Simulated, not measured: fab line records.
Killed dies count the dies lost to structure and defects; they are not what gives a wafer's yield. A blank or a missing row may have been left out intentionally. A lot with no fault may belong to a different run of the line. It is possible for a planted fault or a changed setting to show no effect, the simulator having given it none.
The same fault as seen by 2 desks ; flow berkeley_cmos170 ; what lay behind the numbers comes last; until then each desk has only its own

## TOOL OWNER'S DESK, lpcvd-01
The tool's own readings at UCB170_GATE_CVD_04 (deposits poly-Si from SiH4, time 1440 s, target thk 214 nm): means of the sampled wafers that have a number, for each lot that ran on this tool. Marked OUT: a lot whose mean sits more than 4 standard deviations from the usual mean, which makes it out of limits; the brackets give that distance.
Columns: A = spike_tc_centre_C at UCB170_GATE_CVD_04, usual 612.0 C; B = spike_tc_load_C at UCB170_GATE_CVD_04, usual 629.7 C; C = spike_tc_source_C at UCB170_GATE_CVD_04, usual 632.0 C; D = susceptor_temp_C at UCB170_GATE_CVD_04, usual 610.03 C; E = zone_power_centre_pct at UCB170_GATE_CVD_04, usual 28.2 %; F = zone_power_source_pct at UCB170_GATE_CVD_04, usual 10.8 %
lot;first seen here;A;B;C;D;E;F
L292;day 6 06:01;611.4;627.1;629.5;610.37;28.5;11.2
L295;day 7 13:16;610.9;628.6;633.3;610.44;27.1;11.5
L296;day 7 13:16;611.0;628.7;633.6;610.21;27.5;11.5
L297;day 7 13:16;612.6;628.6;630.2;610.13;28.2;11.3
L298;day 7 13:16;612.2;629.2;629.4;609.79;28.4;11.2
L300;day 7 20:27;553.6 (-53) OUT;566.0 (-23) OUT;570.0 (-30) OUT;550.58 (-99 or more) OUT;25.2 (-4.1) OUT;9.2
L301;day 8 05:17;551.8 (-55) OUT;568.1 (-22) OUT;574.1 (-28) OUT;550.19 (-99 or more) OUT;24.4 (-5.3) OUT;9.6
L302;day 8 05:17;553.0 (-54) OUT;566.7 (-23) OUT;569.4 (-30) OUT;550.50 (-99 or more) OUT;25.4;9.2
This desk finds L300, L301, L302 out of limits, L300 being first, at day 7 20:27 (spike_tc_centre_C at UCB170_GATE_CVD_04). L292, L295, L296, L297, L298: within limits.

## FROM THE METROLOGY DESK
What the gauges read for every lot (on any tool): the sampled wafers with a number, averaged. Marked OUT: a lot whose mean sits more than 4 standard deviations from the usual mean, which makes it out of limits; the brackets give that distance.
Columns: A = GATE_POLY_THK at UCB170_GATE_THK_MEAS_05, usual 213.1 nm; B = M1_AL_THK at UCB170_M1_THK_MEAS_02, usual 601 nm; C = M2_OVL at UCB170_M2_OVL_MEAS_16, usual 0 nm
lot;first seen here;A;B;C
L290;day 6 03:30;211.6;602;5
L291;day 6 03:38;214.4;602;14
L292;day 6 07:25;214.1;603;0
L293;day 6 11:14;212.3;602;-8
L294;day 6 11:15;211.3;593;6
L295;day 7 14:40;214.6;600;-1
L297;day 7 14:41;213.5;598;-7
L298;day 7 14:41;214.9;608;-7
L296;day 7 14:44;214.7;606;-0
L300;day 7 21:51;44.9 (-67) OUT;606;-1
L301;day 8 06:42;47.0 (-66) OUT;592;6
L302;day 8 06:44;46.9 (-66) OUT;588;4
L312;day 10 16:45;209.8;601;2
This desk's result: L300, L301, L302 out of limits, first on L300 (GATE_POLY_THK at UCB170_GATE_THK_MEAS_05), day 7 21:51. L290, L291, L292, L293, L294, L295, L297, L298, L296, L312: within limits.

## TAKEN TOGETHER
At day 7 20:27, on L300, L301, L302, the tool owner's desk was in a position to raise an alarm.
At day 7 21:51 the metrology desk could have sounded an alarm, on L300, L301, L302.
Every lot named ran UCB170_GATE_CVD_04 on lpcvd-01.

## WHAT THE SIMULATOR HAD PUT IN
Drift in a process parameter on lpcvd-01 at UCB170_GATE_CVD_04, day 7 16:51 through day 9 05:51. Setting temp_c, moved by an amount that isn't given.
Struck lots among those shown: L300, L301, L302.
Time in hours from fault onset to the first out-of-limits reading at each desk: tool owner's desk 4, metrology desk 5.
